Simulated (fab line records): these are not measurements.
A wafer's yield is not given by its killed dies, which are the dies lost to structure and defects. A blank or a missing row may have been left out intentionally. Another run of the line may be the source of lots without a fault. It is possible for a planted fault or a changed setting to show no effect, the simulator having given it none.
A lot that was struck, set against a sound lot	flow rit-cmos	15 steps out of a route of 202
Sound: wafers L469.4, L469.5, L469.6. Struck: wafers L479.1, L479.2, L479.6. Last of all comes the cause.
Per side, at each step with rows, come the tool, then ch with its chambers, and then its first start. Under that, the readings that differ: sound wafers	struck wafers	difference of the means	sigmas: that difference in standard deviations of wafers without a fault.
alike: a reading whose means differ by less than 2 such deviations, as well as words and numbers matching on both sides. not compared: withheld readings; readings where some wafer has no value; bounds like >300 that might hide an equal value; numbers whose values overlap and for which the record gives no deviation.
The two part at a step that has a row with sigmas, a row that says differs or no value, or rows on one side only. When numbers do not overlap yet have no deviation, they are printed without sigmas and do not part them. A reading missing from all wafers of one side parts the sides only when that side holds two or more wafers.

RIT_GATE_STRIP_20: strips in O2, time 180 s.
  sound on plasma-asher-03 ch 0,1, day 3 09:25; struck on plasma-asher-01 ch 0,1, day 5 06:38
  alike: drypump-motor-current-A
  not compared: rf-hours-counter-h
RIT_GATE_CD_MEAS_90: target cd 150 nm.
  sound on cd-sem-01, day 3 09:35; struck on cd-sem-01, day 5 06:48
  alike: cd-nm
then, 4 steps without rows for these wafers: RIT_REOX_CLEAN_00 (cleans in SC1, time 600 s); RIT_REOX_CLEAN_01 (cleans in dHF, time 30 s); RIT_REOX_CLEAN_02 (cleans in SC2, time 600 s); RIT_REOX_OXIDATION_03 (target thk 25.2 nm, ox time 5580 s).
RIT_REOX_THK_MEAS_04:
  sound on film-metro-04, day 3 13:17; struck on film-metro-04, day 5 09:50
reading	sound	struck	difference	sigmas
REOX_OXIDE_THK (nm)	24.7 24.5 24.5	25.7 25.9 25.9	+1.3	+2
then, 5 steps without rows for these wafers: RIT_NLDD_HMDS_00 (prime time 60 s); RIT_NLDD_COAT_01 (resist thk 1000 nm); RIT_NLDD_SOFTBAKE_02 (time 60 s); RIT_NLDD_EXPOSE_03 (exposes mask M7, target cd 40700 nm); RIT_NLDD_PEB_04.
RIT_NLDD_DEVELOP_05: develop time 50 s.
  sound on litho-track-01 ch 0, day 3 14:00; struck on litho-track-01 ch 0, day 5 10:00
reading	sound	struck	difference	sigmas
developer-temp-C (C)	22.92 22.80 22.97	21.94 22.06 22.07	-0.87	-9
  alike: resist-line-temp-C
RIT_NLDD_OVL_MEAS_06:
  sound on overlay-02, day 3 14:18; struck on overlay-02, day 5 10:52
  alike: NLDD_OVL
RIT_M1_PROBE_99:
  sound on prober-02, day 4 05:35; struck on prober-02, day 6 02:45
  alike: killed_at_M0_to_M3, killed-at-contacts, killed-at-front-end, killed-dies, killed-open, killed-short

== WHERE THEY PART ==
First at RIT_REOX_THK_MEAS_04; last, within this record, at RIT_NLDD_DEVELOP_05. Later steps at which nothing parts them and some readings are alike: RIT_NLDD_OVL_MEAS_06, RIT_M1_PROBE_99.

WHY: what the simulator had put in
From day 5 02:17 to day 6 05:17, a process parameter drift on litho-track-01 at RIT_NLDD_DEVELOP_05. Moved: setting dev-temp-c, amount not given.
